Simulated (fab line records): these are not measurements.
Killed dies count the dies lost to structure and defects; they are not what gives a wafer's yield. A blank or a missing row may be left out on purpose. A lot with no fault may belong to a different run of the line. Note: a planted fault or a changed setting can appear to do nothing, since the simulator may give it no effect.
The tool behind it: which one?    flow rit_cmos    7 lots, 21 wafers sampled, at 2 steps of a route of 202

== WHAT THE GAUGES READ, wafer by wafer ==
RIT_ACTIVE_THK_MEAS_02.
lot   measured     on             ACTIVE_OXIDE_THK (nm)
L609  day 1 17:03  film_metro-01  45.9 45.4 44.9
L612  day 2 08:04  film_metro-03  45.2 45.1 45.6
L615  day 2 23:04  film_metro-03  48.2 47.6 47.4
L617  day 3 09:04  film_metro-04  59.1 58.8 58.3
L624  day 4 20:20  film_metro-01  47.5 46.1 47.0
L626  day 5 06:03  film_metro-04  47.3 48.0 47.4
L630  day 6 02:36  film_metro-04  44.8 45.2 45.6

== TOOL THAT RAN EACH LOT (tool first, then ch and the chambers of the sampled wafers, then the start) ==
lot   RIT_ACTIVE_OXIDATION_01
L609  furnace-02 ch 0, day 1 15:07
L612  furnace-01 ch 0, day 2 06:07
L615  furnace-01 ch 0, day 2 21:07
L617  furnace-01 ch 0, day 3 07:07
L624  furnace-03 ch 0, day 4 18:25
L626  furnace-03 ch 0, day 5 04:07
L630  furnace-02 ch 0, day 6 00:40
- RIT_ACTIVE_OXIDATION_01: target thk 46.8 nm, ox time 3360 s.

== THE ANSWER, worked out from the rows above alone ==
Rule: usual is defined by the lots themselves. Put in order of their means at a reading, lots are off if they are a third of the lots or fewer, leave a main group of 4 or more, and stand apart from it by a gap of 3 or more times the standard deviation of the main group's means; of several such gaps the widest counts. A main group is skipped when, at the precision printed for the reading in the tables above, its means are all equal. A lot without any number at a reading at which 4 lots or more have one is off too. The other lots that the step has rows for count as sound.
Off: L617, seen at RIT_ACTIVE_THK_MEAS_02 (ACTIVE_OXIDE_THK). For the main group the mean is 46.3 nm and the standard deviation 1.1.
A tool fits if, at a process step before that reading, it ran every lot that is off, and no sound lot after the first of them. Those tools and the gauges at RIT_ACTIVE_THK_MEAS_02 are tried in the same way. One candidate fits, namely furnace-01 at RIT_ACTIVE_OXIDATION_01. A fault onset in the window from L615 (day 2 21:07, its last sound lot) to L617 (day 3 07:07, its first lot off) fits.

== WHAT HAD BEEN PUT IN BY THE SIMULATOR ==
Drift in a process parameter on furnace-01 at RIT_ACTIVE_OXIDATION_01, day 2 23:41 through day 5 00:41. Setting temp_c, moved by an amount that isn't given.
Lots struck among those shown: L617. The same result came from the rule above.
